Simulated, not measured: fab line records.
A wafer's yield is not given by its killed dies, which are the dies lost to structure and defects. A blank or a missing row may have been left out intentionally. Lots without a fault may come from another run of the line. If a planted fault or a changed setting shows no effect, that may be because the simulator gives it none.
Problem report in the 8D (eight disciplines) form, filled by code | flow berkeley_cmos170 | the parts of the form that need people (team, actions taken, sign-off) are left out

== 1. THE PROBLEM ==
Mean GATE_POLY_THK at UCB170_GATE_THK_MEAS_05: 197.5 nm over 6 wafers in 2 lots; fault-free wafers: 217.8 nm, standard deviation 1.7. Measured from the usual mean, that is -12 standard deviations.
Seen first at day 10 14:56 on film_metro-02, wafer L378.2. The record has a number at this step for 42 wafers belonging to 14 lots. Rule for "out" (also "out of limits"): further than 4 standard deviations from the usual mean. All remaining wafers that have a number are taken as sound.

== 2. WHAT IT IS, AND WHAT IT ISN'T ==
question                    | is                           | is not
which readings at this step | GATE_POLY_THK                | -
which lots                  | L378, L379                   | L365, L366, L367, L368, L370, L371, L372, L373, L380, L381, L383, L384
which wafers of those lots  | all that have a number       | -
read on which gauges        | film_metro-01, film_metro-02 | film_metro-03
when                        | from day 10 14:56            | up to then (24 sound wafers); but 12 sound wafers of L380, L381, L383, L384 came after

== 3. SUSPECTS, AND WHAT RULES EACH OUT ==
Counting: any tool at a process step up to the reading is kept as a suspect provided that every lot that is out went through it and no sound lot did after the first of them.
- ruled out: the gauge at UCB170_GATE_THK_MEAS_05. The wafers that are out were read on 2 gauges (film_metro-01, film_metro-02).
- lpcvd-02 at UCB170_GATE_CVD_04 (deposits poly-Si from SiH4, time 1440 s, target thk 214 nm): ruled out as a lasting fault. Sound lots L383, L384 ran on it after its first lot that is out, L378 (day 10 13:32).
Left after counting: nothing in the record.

== 4. THE CAUSE (what the simulator had put in) ==
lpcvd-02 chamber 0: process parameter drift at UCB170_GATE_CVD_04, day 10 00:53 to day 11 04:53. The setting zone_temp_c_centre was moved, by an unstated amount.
It was ruled out by counting, in error; the rule expects a fault to strike all lots run on its tool from its start on, and this fault did not.

== 5. THE EFFECT CHAIN, in route order ==
Rows list readings where the struck wafers' mean (over those with a number) sits beyond 3 standard deviations from the usual. Only readings for which the record gives a usual standard deviation are gone through. hours: the time from each lot's start at the first step in this table that gives one to its start at this step, as a median over the lots. sigmas: the change in usual standard deviations.
hours | step                    | reading               | usual      | on struck wafers | change | sigmas
0     | UCB170_GATE_CVD_04      | spike_tc_centre_C     | 612.0 C    | 592.8            | -19.2  | -17
0     | UCB170_GATE_CVD_04      | zone_power_centre_pct | 24.6 %     | 19.1             | -5.5   | -5.5
1     | UCB170_GATE_THK_MEAS_05 | GATE_POLY_THK         | 217.8 nm   | 197.5            | -20.3  | -12
3     | UCB170_GATE_ETCH_15     | oes_product_au        | 0.839 a.u. | 0.785            | -0.054 | -4.1
Process steps it contains:
- UCB170_GATE_CVD_04: deposits poly-Si from SiH4, time 1440 s, target thk 214 nm.
- UCB170_GATE_ETCH_15: etches poly-Si in HBr/Cl2, stops on SiO2, time 56.3 s, target depth 278.2 nm.

== 6. HOW IT WOULD HAVE BEEN CAUGHT EARLIER ==
The first out-of-limits reading at a measuring or inspecting step in this record came at day 10 14:56, 14 hours after the fault's start at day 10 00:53.
Tool's own readings at UCB170_GATE_CVD_04, spike_tc_centre_C, zone_power_centre_pct: out on all struck wafers the step has rows for; an alarm limit on them would have tripped on the first.
